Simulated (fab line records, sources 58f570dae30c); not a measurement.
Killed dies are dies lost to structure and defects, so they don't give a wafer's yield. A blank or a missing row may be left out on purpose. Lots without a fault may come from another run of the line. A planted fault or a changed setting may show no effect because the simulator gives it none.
A struck lot beside a sound one | flow berkeley_cmos170 | 19 steps out of a route of 331
Sound: wafers L514.2, L514.4, L514.5. Struck: wafers L523.1, L523.5, L523.6. The cause comes at the end.
At each step with rows: each side's tool, then ch and its chambers, then its first start. Under that, the readings that differ: sound wafers | struck wafers | difference of the means | sigmas: that difference in standard deviations of wafers without a fault.
alike: readings whose means differ by less than 2 such deviations, and words and numbers that are the same on both sides. not compared: withheld readings, readings that some wafer has no value for, bounds like >300 that may hide the same value, and numbers for which the record gives no deviation and whose values overlap.
The two part at a step that has a row with sigmas, a row that says differs or no value, or rows on one side only. Numbers that don't overlap but have no deviation are shown without sigmas and don't part them. A reading that every wafer of one side lacks parts them only if that side has two wafers or more.

first, 4 steps without rows for these wafers: UCB170_PLDD_SOFTBAKE_02 (time 60 s); UCB170_PLDD_EXPOSE_03 (exposes mask PSELECT, target cd 1200 nm); UCB170_PLDD_PEB_04; UCB170_PLDD_DEVELOP_05 (develop time 45 s).
UCB170_PLDD_CD_MEAS_06: target cd 1200 nm.
  sound on cd_sem-01, day 6 18:15; struck on cd_sem-01, day 8 16:41
  alike: cd_nm
UCB170_PLDD_OVL_MEAS_07:
  sound on overlay-02, day 6 18:22; struck on overlay-02, day 8 16:49
  alike: PLDD_OVL
then, 2 steps without rows for these wafers: UCB170_PLDD_IMPLANT_08; UCB170_PLDD_IMPLANT_09.
UCB170_PLDD_STRIP_10: strips in O2.
  sound on plasma_asher-01 ch 0,1, day 6 18:41; struck on plasma_asher-03 ch 0,1, day 8 17:09
  alike: drypump_motor_current_A, oes_product_au, strip_time_to_endpoint_s
  not compared: rf_hours_counter_h
UCB170_PLDD_TW_MEAS_11:
  sound on film_metro-02, day 6 18:48; struck on film_metro-02, day 8 17:15
  alike: PLDD_TW
then, 2 steps without rows for these wafers: UCB170_PLDD_CLEAN_12 (cleans in SPM, time 600 s); UCB170_NLDD_HMDS_00 (prime time 60 s).
UCB170_NLDD_COAT_01: resist thk 900 nm.
  sound on litho_track-03 ch 0, day 6 19:19; struck on litho_track-03, day 8 17:43
  no value came back on the struck wafers for chill_plate_temp_C (C), dispense_pressure_kPa (kPa); on the sound wafers chill_plate_temp_C (C) reads 22.99 22.91 23.05
then, 4 steps without rows for these wafers: UCB170_NLDD_SOFTBAKE_02 (time 60 s); UCB170_NLDD_EXPOSE_03 (exposes mask NSELECT, target cd 1200 nm); UCB170_NLDD_PEB_04; UCB170_NLDD_DEVELOP_05 (develop time 45 s).
UCB170_NLDD_CD_MEAS_06: target cd 1200 nm.
  sound on cd_sem-02, day 6 20:09; struck on cd_sem-01, day 8 18:32
  reading    | sound                | struck | difference                    | sigmas
  cd_nm (nm) | 1203.2 1203.8 1202.2 | - - -  | no value on the struck wafers |
UCB170_NLDD_OVL_MEAS_07:
  sound on overlay-01, day 6 20:16; struck on overlay-02, day 8 18:39
  reading       | sound  | struck | difference                    | sigmas
  NLDD_OVL (nm) | -1 3 5 | - - -  | no value on the struck wafers |

WHERE THEY PART
First at UCB170_NLDD_COAT_01; last, within this record, at UCB170_NLDD_OVL_MEAS_07.

WHY: what the simulator had put in
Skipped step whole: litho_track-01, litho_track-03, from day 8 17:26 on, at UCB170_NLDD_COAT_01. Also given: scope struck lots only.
